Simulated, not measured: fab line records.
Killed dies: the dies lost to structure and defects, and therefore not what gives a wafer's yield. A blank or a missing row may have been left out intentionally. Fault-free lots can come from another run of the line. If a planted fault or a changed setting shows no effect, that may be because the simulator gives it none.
Comparing a struck lot with a sound one + flow berkeleyCmos170 + 19 out of 331 route steps
Sound: wafers L339.1, L339.3, L339.5. Wafers struck: L330.1, L330.2, L330.3. The cause comes at the end.
At each step with rows: each side's tool, then ch and its chambers, then its first start. Under that, the readings that differ: sound wafers + struck wafers + difference of the means + sigmas: that difference in standard deviations of wafers without a fault.
alike: readings with means less than 2 such deviations apart, plus words and numbers identical on both sides. not compared: withheld readings, readings lacking a value on some wafer, bounds such as >300 that could conceal the same value, and numbers that have no deviation in the record and whose values overlap.
Wherever a step has rows on one side only, a row that says differs or no value, or a row with sigmas, the two part there. Numbers that have no deviation but don't overlap get no sigmas and don't part them. A reading that every wafer of one side lacks parts them only if that side has two wafers or more.

first, 5 steps without rows for these wafers: UCB170_WELLDRIVE_ANNEAL_03 (time 900 s); UCB170_WELLDRIVE_WET_ETCH_04 (etches SiO2 in BOE, time 120 s); UCB170_ACTIVE_CLEAN_00 (cleans in SPM, time 600 s); UCB170_ACTIVE_CLEAN_01 (cleans in dHF, time 60 s); UCB170_ACTIVE_OXIDATION_02 (target thk 26.4 nm, ox time 1260 s).
UCB170_ACTIVE_THK_MEAS_03:
  sound on filmMetro-04 at day 8 04:31; struck on filmMetro-03 at day 6 04:55
  alike: ACTIVE_OXIDE_THK
then, 2 steps without rows for these wafers: UCB170_ACTIVE_ANNEAL_04 (time 900 s); UCB170_ACTIVE_CVD_05 (deposits Si3N4 from SiH2Cl2/NH3, target thk 220 nm, time 3300 s).
UCB170_ACTIVE_THK_MEAS_06:
  sound on filmMetro-01 at day 8 18:10; struck on filmMetro-04 at day 6 12:06
| reading                 | sound             | struck            | difference | sigmas |
|-------------------------|-------------------|-------------------|------------|--------|
| ACTIVE_NITRIDE_THK (nm) | 218.2 218.4 219.2 | 222.2 223.4 221.5 | +3.8       | +2     |
then, 3 steps without rows for these wafers: UCB170_ACTIVE_HMDS_07 (prime time 60 s); UCB170_ACTIVE_COAT_08 (resist thk 900 nm); UCB170_ACTIVE_SOFTBAKE_09 (time 60 s).
UCB170_ACTIVE_EXPOSE_10: exposes mask ACTIVE, target cd 1200 nm.
  sound on krfScanner-01 ch 0, day 8 18:40; struck on krfScanner-02 ch 0, day 6 13:00
| reading                      | sound             | struck               | difference | sigmas |
|------------------------------|-------------------|----------------------|------------|--------|
| model.ACTIVE.overlayXNm (nm) | 1.795 1.795 1.795 | -161.1 -161.1 -161.1 | -162.9     |        |
  alike: mask
then, 2 steps without rows for these wafers: UCB170_ACTIVE_PEB_11; UCB170_ACTIVE_DEVELOP_12 (develop time 45 s).
UCB170_ACTIVE_CD_MEAS_13: the cd target is 1200 nm.
  sound on cdSem-02 at day 8 19:04; struck on cdSem-02 at day 6 13:32
  alike: cdNm
UCB170_ACTIVE_OVL_MEAS_14:
  sound on overlay-01 at day 8 19:11; struck on overlay-02 at day 6 13:52
| reading         | sound  | struck         | difference | sigmas |
|-----------------|--------|----------------|------------|--------|
| ACTIVE_OVL (nm) | 1 -1 1 | -161 -167 -160 | -163       | -34    |
  not compared: hold
UCB170_ACTIVE_ETCH_15: etches Si3N4 in CH3F/Ar/O2, stops on SiO2, target depth 242 nm, time 151 s.
  sound on rieDiel-03 ch 1,2, day 8 19:13; struck on rieDiel-02 ch 0,2,3, day 6 18:53
| reading | sound | struck                                                                  | difference                   | sigmas |
|---------|-------|-------------------------------------------------------------------------|------------------------------|--------|
| hold    | - - - | awaitDispo/5.0h/release awaitDispo/5.0h/release awaitDispo/5.0h/release | no value on the sound wafers |        |
  alike: drypumpMotorCurrentA, oesProductAu, throttleValvePct
  not compared: rfHoursCounterH
then, 1 step without rows for these wafers: UCB170_M3_PROBE_99.

## WHERE THEY PART
At UCB170_ACTIVE_THK_MEAS_06 first; at UCB170_ACTIVE_ETCH_15 last (within this record only).

WHY: the cause the simulator had injected
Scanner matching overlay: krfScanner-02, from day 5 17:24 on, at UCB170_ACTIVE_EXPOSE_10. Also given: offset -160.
